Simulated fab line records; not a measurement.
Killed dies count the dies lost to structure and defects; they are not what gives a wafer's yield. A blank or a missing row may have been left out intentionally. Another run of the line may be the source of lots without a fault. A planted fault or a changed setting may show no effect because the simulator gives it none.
Code-filled problem report in 8D (eight disciplines) form ; flow berkeley_cmos170 ; the parts of the form that need people (team, actions taken, sign-off) are left out

## 1. PROBLEM STATEMENT
At UCB170_M3_METAL_ETCH_18, chamber_pressure_mTorr averages 9.604 mTorr over 6 wafers from 2 lots, while fault-free wafers read 11.999 mTorr, standard deviation 0.012. That is -99 or more standard deviations from the usual mean.
The step: etches Al in Cl2/BCl3, stops on SiO2, target depth 1170 nm, time 195 s.
First seen on wafer L584.2, day 10 03:51, on rie_metal-01. The record holds 42 wafers of 14 lots with a number at this step. By rule, "out" or "out of limits" means more than 4 standard deviations away from the usual mean. The rest of the wafers with a number are treated as sound.

## 2. WHAT IT IS, WHAT IT ISN'T
question;is;is not
which readings at this step;chamber_pressure_mTorr;bcl3_flow_sccm, drypump_motor_current_A, oes_product_au, throttle_valve_pct
which lots;L584, L587;L577, L578, L579, L580, L581, L582, L589, L590, L592, L596, L597, L599
which wafers of those lots;all that have a number;-
read on which tools;rie_metal-01;rie_metal-02, rie_metal-04
when;from day 10 03:51;"up to then (18 sound wafers); but 18 sound wafers of L589, L590, L592, L596, L597, L599 came after"

## 3. WHAT RULES OUT EACH SUSPECT
Counting: a tool stays on the suspect list if, at a process step up to the reading, it processed all lots that are out and no sound lot following the first of them.
- rie_diel-03 at UCB170_ZERO_ETCH_06 (etches SiO2 in CHF3/CF4/Ar, time 12 s): ruled out as a lasting fault. Following L584 (day 3 10:48), the first lot on it that is out, the sound lots L590, L596, L597 were run on it.
- rie_metal-01 at UCB170_M3_METAL_ETCH_18 (etches Al in Cl2/BCl3, stops on SiO2, target depth 1170 nm, time 195 s): kept. It ran every lot that is out, first L584 (day 10 03:51), and no sound lot after that; its last sound lot up to then is L582 (day 9 21:32). On those wafers its own readings are out: chamber_pressure_mTorr.
Left after counting: rie_metal-01 at UCB170_M3_METAL_ETCH_18.

## 4. THE CAUSE (what the simulator had put in)
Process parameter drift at UCB170_M3_METAL_ETCH_18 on rie_metal-01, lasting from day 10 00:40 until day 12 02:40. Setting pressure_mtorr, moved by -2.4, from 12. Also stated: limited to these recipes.
After counting, this tool was the only one left.

## 5. SEQUENCE OF EFFECTS, ordered by route
Rows list readings where the struck wafers' mean (over those with a number) sits beyond 3 standard deviations from the usual. Only readings whose record carries a usual standard deviation are examined. hours: median over the lots of the time between each lot's start at the first step of this table that gives one and its start at this step. sigmas: the change, counted in usual standard deviations.
hours;step;reading;usual;on struck wafers;change;sigmas
0;UCB170_M3_METAL_ETCH_18;chamber_pressure_mTorr;11.999 mTorr;9.604;-2.395;-99 or more
Process steps it contains:
- UCB170_M3_METAL_ETCH_18: etches Al in Cl2/BCl3, stops on SiO2, target depth 1170 nm, time 195 s.

## 6. HOW IT WOULD HAVE BEEN CAUGHT EARLIER
3 hours passed between the start of the fault at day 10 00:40 and the first reading out of limits in this record, taken at day 10 03:51.
